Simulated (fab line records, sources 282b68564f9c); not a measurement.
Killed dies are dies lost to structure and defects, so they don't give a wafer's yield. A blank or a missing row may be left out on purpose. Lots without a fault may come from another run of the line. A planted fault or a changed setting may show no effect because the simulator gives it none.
A struck lot beside a sound one | flow rit_cmos | 15 steps out of a route of 202
Sound: wafers L626.1, L626.4, L626.6. Struck: wafers L640.4, L640.5, L640.6. The cause comes at the end.
At each step with rows: each side's tool, then ch and its chambers, then its first start. Under that, the readings that differ: sound wafers | struck wafers | difference of the means | sigmas: that difference in standard deviations of wafers without a fault.
alike: readings whose means differ by less than 2 such deviations, and words and numbers that are the same on both sides. not compared: withheld readings, readings that some wafer has no value for, bounds like >300 that may hide the same value, and numbers for which the record gives no deviation and whose values overlap.
The two part at a step that has a row with sigmas, a row that says differs or no value, or rows on one side only. Numbers that don't overlap but have no deviation are shown without sigmas and don't part them. A reading that every wafer of one side lacks parts them only if that side has two wafers or more.

first, 2 steps without rows for these wafers: RIT_ACTIVE_CLEAN_17 (cleans in SC2, time 600 s); RIT_FOX1_OXIDATION_00 (target thk 350.7 nm, ox time 1130 s).
RIT_FOX1_THK_MEAS_01:
  sound on film_metro-01, day 3 00:19; struck on film_metro-04, day 5 17:45
  reading             | sound       | struck      | difference | sigmas
  FOX1_OXIDE_THK (nm) | 357 353 357 | 334 337 346 | -17        | -3
then, 2 steps without rows for these wafers: RIT_FOX1_WET_ETCH_02 (etches SiO2 in BOE, target depth 350 nm, time 390 s); RIT_FOX2_OXIDATION_00 (target thk 350.7 nm, ox time 1130 s).
RIT_FOX2_THK_MEAS_01:
  sound on film_metro-03, day 3 03:04; struck on film_metro-04, day 5 20:45
  alike: FOX2_OXIDE_THK
then, 2 steps without rows for these wafers: RIT_FOX2_CLEAN_02 (cleans in dHF, time 180 s); RIT_FOX2_WET_ETCH_03 (etches Si3N4 in H3PO4, target depth 195 nm, time 2700 s).
RIT_FOX2_THK_MEAS_90:
  sound on film_metro-04, day 3 03:57; struck on film_metro-03, day 5 21:38
  alike: FIELD_OXIDE_LEFT_1_THK
then, 3 steps without rows for these wafers: RIT_NWELL_HMDS_00 (prime time 60 s); RIT_NWELL_COAT_01 (resist thk 1300 nm); RIT_NWELL_SOFTBAKE_02 (time 60 s).
RIT_NWELL_EXPOSE_03: exposes mask M2, target cd 43900 nm.
  sound on iline_stepper-02 ch 0, day 3 04:28; struck on iline_stepper-01 ch 0, day 5 22:18
  reading                       | sound                | struck               | difference | sigmas
  model.NWELL.overlay_x_nm (nm) | 0.9071 0.9071 0.9071 | 0.8467 0.8467 0.8467 | -0.0604    |
  alike: mask, focus_offset_nm
then, 1 step without rows for these wafers: RIT_NWELL_PEB_04.
RIT_M1_PROBE_99:
  sound on prober-01, day 4 21:30; struck on prober-01, day 7 12:38
  alike: killed_at_contacts, killed_at_front_end, killed_dies, killed_open, killed_short

WHERE THEY PART
Only at RIT_FOX1_THK_MEAS_01, within this record. Later steps at which nothing parts them and some readings are alike: RIT_FOX2_THK_MEAS_01, RIT_FOX2_THK_MEAS_90, RIT_NWELL_EXPOSE_03, RIT_M1_PROBE_99.

WHY: what the simulator had put in
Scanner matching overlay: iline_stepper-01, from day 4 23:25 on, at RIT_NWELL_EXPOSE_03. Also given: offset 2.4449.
